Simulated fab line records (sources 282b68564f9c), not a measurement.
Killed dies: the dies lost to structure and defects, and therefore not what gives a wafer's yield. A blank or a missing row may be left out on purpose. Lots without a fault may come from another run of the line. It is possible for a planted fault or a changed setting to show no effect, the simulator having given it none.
Which tool is to blame?	flow ritCmos	12 lots, 36 wafers sampled, at 4 steps of a route of 202

== WHAT THE GAUGES SHOWED, per wafer ==
RIT_NLDD_OVL_MEAS_06.
lot	measured	on	NLDD_OVL (nm)
L546	day 2 18:37	overlay-02	-2.3 0.6 -1.3
L547	day 2 22:49	overlay-02	2.2 3.3 1.2
L548	day 3 05:28	overlay-02	1.4 3.0 -0.6
L549	day 3 09:50	overlay-02	-148.9 -148.3 -147.4
L552	day 4 02:01	overlay-02	-147.8 -150.0 -149.9
L553	day 4 06:01	overlay-01	-149.1 -148.6 -147.3
L554	day 4 10:58	overlay-02	-0.5 -1.3 -0.3
L555	day 4 13:47	overlay-01	-3.2 -1.8 -3.6
L559	day 5 11:29	overlay-01	-0.2 -1.0 -1.1
L563	day 6 07:28	overlay-01	-0.4 -0.2 -1.3
L564	day 6 12:04	overlay-01	-3.4 -2.1 0.0
L565	day 6 17:53	overlay-01	-1.2 0.6 -0.7

RIT_PSD_OVL_MEAS_06.
lot	measured	on	PSD_OVL (nm)
L546	day 3 01:32	overlay-02	-0.2 0.8 0.5
L547	day 3 06:01	overlay-01	0.6 2.7 0.4
L548	day 3 12:34	overlay-01	-3.4 -0.2 -1.2
L549	day 3 16:38	overlay-01	-0.5 0.3 0.7
L552	day 4 09:05	overlay-02	2.9 -0.7 0.7
L553	day 4 12:58	overlay-01	1.8 1.4 0.4
L554	day 4 19:01	overlay-01	2.9 1.2 2.0
L555	day 4 21:05	overlay-02	0.1 -0.9 -0.1
L559	day 5 19:02	overlay-02	3.9 1.4 4.2
L563	day 6 14:29	overlay-01	-0.7 -0.6 -1.0
L564	day 6 19:11	overlay-01	2.1 0.8 1.6
L565	day 7 00:57	overlay-02	-0.6 -0.4 1.1

RIT_SILICIDE_THK_MEAS_03: measures by xrf.
lot	measured	on	SILICIDE_TI_THK (nm)
L546	day 3 03:20	filmMetro-02	29.1 28.9 29.6
L547	day 3 07:49	filmMetro-02	28.8 28.8 28.5
L548	day 3 14:21	filmMetro-03	29.5 29.2 29.2
L549	day 3 18:25	filmMetro-04	29.1 28.9 29.0
L552	day 4 10:51	filmMetro-02	28.7 28.8 28.9
L553	day 4 14:44	filmMetro-02	28.7 29.1 29.0
L554	day 4 20:46	filmMetro-02	28.9 28.9 28.6
L555	day 4 22:50	filmMetro-04	28.9 28.7 28.9
L559	day 5 20:49	filmMetro-03	29.3 29.0 29.0
L563	day 6 16:15	filmMetro-02	29.7 29.3 29.3
L564	day 6 21:04	filmMetro-02	29.3 29.2 29.4
L565	day 7 02:43	filmMetro-04	28.9 29.0 28.8

== WHAT TOOL EACH LOT RAN ON (gives the tool, then ch and the chambers of the sampled wafers, and finally the start) ==
lot	RIT_NLDD_EXPOSE_03
L546	ilineStepper-02 ch 0, day 2 18:11
L547	ilineStepper-01 ch 0, day 2 22:25
L548	ilineStepper-01 ch 0, day 3 05:05
L549	ilineStepper-01 ch 0, day 3 09:26
L552	ilineStepper-01 ch 0, day 4 01:37
L553	ilineStepper-01 ch 0, day 4 05:37
L554	ilineStepper-02 ch 0, day 4 10:34
L555	ilineStepper-02 ch 0, day 4 13:23
L559	ilineStepper-02 ch 0, day 5 11:06
L563	ilineStepper-02 ch 0, day 6 07:06
L564	ilineStepper-02 ch 0, day 6 11:40
L565	ilineStepper-02 ch 0, day 6 17:31
- RIT_NLDD_EXPOSE_03: exposes mask M7, target cd 40700 nm.

== WHAT THE TOOLS THEMSELVES READ (means of the sampled wafers that have a number; where no wafer has one, the mark that the record gives instead) ==
The record holds no such reading with a usual standard deviation.

== THE ANSWER, worked out from the rows above alone ==
Rule: the usual values come from the lots themselves. Put in order of their means at a reading, lots are off if they are a third of the lots or fewer, leave a main group of 4 or more, and stand apart from it by a gap of 3 or more times the standard deviation of the main group's means; of several such gaps the widest counts. A main group whose means are all the same, to the digits that the tables above print for the reading, isn't used. Also off: a lot with no number at a reading for which 4 or more lots have one. Any other lot the step has rows for is counted as sound. After the gauges, taken in route order, come the tools' own readings; for these a lot's mean is taken, as printed above. The first step at which some lot is off is used, and at that step the reading that is off furthest; a lot without a number counts as furthest.
Off: at RIT_NLDD_OVL_MEAS_06 (NLDD_OVL), L549, L552, L553. The main group has a mean of -0.5 nm with a standard deviation of 1.4.
If a tool, at a process step before that reading, ran all the lots that are off and no sound lot after the first of them, it fits. The gauges at RIT_NLDD_OVL_MEAS_06 are tried like those tools. One fits: RIT_NLDD_EXPOSE_03 on ilineStepper-01. Its last sound lot is L548 (day 3 05:05), its first lot that is off L549 (day 3 09:26): a fault that began between those two fits.

== WHAT THE SIMULATOR HAD INSERTED ==
Scanner matching overlay: ilineStepper-01, from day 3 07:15 on, at RIT_NLDD_EXPOSE_03. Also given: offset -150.
Shown lots that were struck: L549, L552, L553. The rule above found the same.
